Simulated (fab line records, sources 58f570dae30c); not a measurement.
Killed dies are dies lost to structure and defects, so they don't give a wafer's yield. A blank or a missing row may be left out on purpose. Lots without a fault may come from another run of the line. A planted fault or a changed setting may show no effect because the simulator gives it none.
Which tool did it? | flow berkeley_cmos170 | 14 lots, 42 wafers sampled, at 5 steps of a route of 331

WHAT THE GAUGES READ, wafer by wafer
UCB170_PVT_OVL_MEAS_06.
lot  | measured     | on         | PVT_OVL (nm)
L577 | day 5 19:45  | overlay-01 | 11 4 -2
L579 | day 6 02:35  | overlay-01 | -2 3 -11
L582 | day 6 11:59  | overlay-01 | -4 4 1
L581 | day 6 12:12  | overlay-02 | 1 12 7
L583 | day 7 00:39  | overlay-01 | -1 -3 3
L587 | day 8 08:32  | overlay-02 | 9 -1 2
L588 | day 8 08:29  | overlay-01 | 3 -3 3
L590 | day 8 15:57  | overlay-02 | -6 -9 2
L595 | day 9 11:34  | overlay-01 | 8 0 8
L596 | day 10 02:40 | overlay-01 | 4 -2 -3
L599 | day 10 12:46 | overlay-01 | 3 0 3
L600 | day 10 23:53 | overlay-02 | 3 6 1

UCB170_V2_BOW_MEAS_03.
lot  | measured     | on            | V2_BOW (um)
L577 | day 7 21:05  | film_metro-01 | 38 32 37
L579 | day 8 01:30  | film_metro-04 | 49 52 40
L582 | day 8 23:31  | film_metro-01 | 25 25 37
L581 | day 8 23:24  | film_metro-02 | 40 38 35
L583 | day 9 01:32  | film_metro-04 | 44 39 35
L587 | day 10 09:35 | film_metro-04 | 36 38 41
L588 | day 10 09:58 | film_metro-04 | 27 49 43
L590 | day 10 13:24 | film_metro-04 | 29 34 32
L595 | day 11 19:59 | film_metro-01 | 26 47 22
L596 | day 12 02:49 | film_metro-02 | 28 34 48
L599 | day 12 06:26 | film_metro-02 | 46 44 32
L600 | day 13 06:17 | film_metro-01 | 35 45 47

UCB170_V2_CD_MEAS_12: target cd 700 nm.
lot  | measured     | on        | cd_nm (nm)
L577 | day 7 22:41  | cd_sem-01 | 697.4 697.1 698.8
L579 | day 8 02:51  | cd_sem-01 | 700.3 699.4 699.1
L582 | day 9 01:48  | cd_sem-02 | 701.7 701.7 700.1
L581 | day 9 00:58  | cd_sem-02 | 701.1 701.2 700.7
L583 | day 9 03:10  | cd_sem-02 | 701.6 699.5 699.7
L587 | day 10 11:15 | cd_sem-02 | 698.9 699.1 698.9
L588 | day 10 11:32 | cd_sem-01 | 701.4 701.8 701.7
L590 | day 10 15:35 | cd_sem-02 | 699.0 699.3 699.9
L595 | day 11 22:04 | cd_sem-01 | 699.4 699.9 700.3
L596 | day 12 04:14 | cd_sem-02 | 698.4 698.5 699.5
L599 | day 12 08:34 | cd_sem-02 | 697.8 697.7 697.5
L600 | day 13 08:11 | cd_sem-01 | 701.2 698.9 698.7

WHICH TOOL RAN EACH LOT (tool, then ch and the chambers of the sampled wafers, then the start)
lot  | UCB170_PWELL_ETCH_14              | UCB170_PWELL_STRIP_16
L577 | rie_diel-04 ch 0,2, day 2 20:43   | plasma_asher-01 ch 0,1, day 2 21:01
L579 | rie_diel-01 ch 1,2,3, day 3 12:56 | plasma_asher-01 ch 0,1, day 3 13:13
L582 | rie_diel-04 ch 1,2,3, day 3 21:38 | plasma_asher-03 ch 0,1, day 3 21:53
L581 | rie_diel-01 ch 0,1, day 3 21:51   | plasma_asher-01 ch 0,1, day 3 22:06
L583 | rie_diel-01 ch 0,1,2, day 3 23:55 | plasma_asher-04 ch 0,1, day 4 00:10
L587 | rie_diel-04 ch 0,2,3, day 5 10:09 | plasma_asher-01 ch 0,1, day 5 10:25
L588 | rie_diel-03 ch 0,1,2, day 5 10:24 | plasma_asher-03 ch 0,1, day 5 10:39
L590 | rie_diel-03 ch 1,2,3, day 5 23:11 | plasma_asher-03 ch 0,1, day 5 23:26
L593 | rie_diel-03 ch 0,1,2, day 6 06:10 | plasma_asher-04 ch 0,1, day 6 06:28
L591 | rie_diel-04 ch 0,1,2, day 6 06:19 | plasma_asher-03 ch 0,1, day 6 06:34
L595 | rie_diel-01 ch 0,1,2, day 6 19:28 | plasma_asher-01 ch 0,1, day 6 19:43
L596 | rie_diel-03 ch 0,1,3, day 7 01:25 | plasma_asher-01 ch 0,1, day 7 01:40
L599 | rie_diel-03 ch 1,2,3, day 7 18:06 | plasma_asher-01 ch 0,1, day 7 18:21
L600 | rie_diel-04 ch 1,2,3, day 8 02:03 | plasma_asher-03 ch 0,1, day 8 02:18
- UCB170_PWELL_ETCH_14: etches Si3N4 in CH3F/Ar/O2, stops on SiO2, target depth 242 nm, time 151 s.
- UCB170_PWELL_STRIP_16: strips in O2.

WHAT THE TOOLS THEMSELVES READ (means of the sampled wafers that have a number; where no wafer has one, the mark that the record gives instead)
UCB170_PWELL_ETCH_14.
lot  | tool        | CH3F_flow_sccm (sccm) | O2_flow_sccm (sccm) | drypump_motor_current_A (A) | mfc_ar_sccm (sccm) | oes_product_au (a.u.) | throttle_valve_pct (%)
L577 | rie_diel-04 | 20.04                 | 6.996               | 5.5                         | 50.06              | 0.915                 | 8.17
L579 | rie_diel-01 | 20.01                 | 7.018               | 5.9                         | 50.10              | 0.943                 | 7.93
L582 | rie_diel-04 | 19.97                 | 6.985               | 5.9                         | 49.79              | 0.933                 | 8.09
L581 | rie_diel-01 | 20.01                 | 7.001               | 6.2                         | 49.87              | 0.946                 | 7.92
L583 | rie_diel-01 | 20.02                 | 6.994               | 5.9                         | 49.89              | 0.954                 | 7.94
L587 | rie_diel-04 | 19.97                 | 6.995               | 5.5                         | 50.13              | 0.929                 | 8.12
L588 | rie_diel-03 | 19.99                 | 7.012               | 5.6                         | 50.17              | 0.952                 | 7.99
L590 | rie_diel-03 | 20.03                 | 7.006               | 5.6                         | 50.02              | 0.939                 | 7.93
L593 | rie_diel-03 | -                     | -                   | -                           | -                  | -                     | -
L591 | rie_diel-04 | -                     | -                   | -                           | -                  | -                     | -
L595 | rie_diel-01 | 20.04                 | 6.999               | 5.9                         | 50.00              | 0.947                 | 7.94
L596 | rie_diel-03 | 19.96                 | 7.000               | 5.8                         | 49.91              | 0.939                 | 7.95
L599 | rie_diel-03 | 20.05                 | 7.012               | 5.7                         | 49.93              | 0.947                 | 7.94
L600 | rie_diel-04 | 20.01                 | 6.987               | 5.9                         | 50.05              | 0.933                 | 8.09

UCB170_PWELL_STRIP_16.
lot  | tool            | drypump_motor_current_A (A) | oes_product_au (a.u.) | strip_time_to_endpoint_s (s)
L577 | plasma_asher-01 | 6.2                         | 0.724                 | 18.17
L579 | plasma_asher-01 | 6.2                         | 0.718                 | 18.02
L582 | plasma_asher-03 | 6.0                         | 0.722                 | 18.12
L581 | plasma_asher-01 | 6.3                         | 0.725                 | 18.14
L583 | plasma_asher-04 | 5.7                         | 0.717                 | 17.98
L587 | plasma_asher-01 | 6.2                         | 0.721                 | 18.10
L588 | plasma_asher-03 | 6.0                         | 0.717                 | 18.12
L590 | plasma_asher-03 | 6.0                         | 0.722                 | 18.12
L593 | plasma_asher-04 | 5.7                         | 0.734                 | 21.67
L591 | plasma_asher-03 | 5.8                         | 0.737                 | 21.67
L595 | plasma_asher-01 | 6.2                         | 0.721                 | 18.11
L596 | plasma_asher-01 | 6.2                         | 0.721                 | 18.02
L599 | plasma_asher-01 | 6.3                         | 0.722                 | 18.20
L600 | plasma_asher-03 | 5.8                         | 0.721                 | 18.00

THE ANSWER, worked out from the rows above alone
Rule: what is usual is taken from the lots themselves. Put in order of their means at a reading, lots are off if they are a third of the lots or fewer, leave a main group of 4 or more, and stand apart from it by a gap of 3 or more times the standard deviation of the main group's means; of several such gaps the widest counts. A main group whose means are all the same, to the digits that the tables above print for the reading, isn't used. A lot without any number at a reading at which 4 lots or more have one is off too. The other lots that the step has rows for count as sound. The gauges are gone through in route order, then the tools' own readings, and for those a lot's mean is taken as printed above. The first step at which some lot is off is used, and at that step the reading that is off furthest; a lot without a number counts as furthest.
Off: L593, L591, at UCB170_PWELL_ETCH_14 (CH3F_flow_sccm). Without a number there: L593, L591. The main group: mean 20.01 sccm, standard deviation 0.029.
A tool fits if, at that step or a process step before it, it ran every lot that is off, and no sound lot after the first of them. None of those tried fits.

WHAT THE SIMULATOR HAD PUT IN
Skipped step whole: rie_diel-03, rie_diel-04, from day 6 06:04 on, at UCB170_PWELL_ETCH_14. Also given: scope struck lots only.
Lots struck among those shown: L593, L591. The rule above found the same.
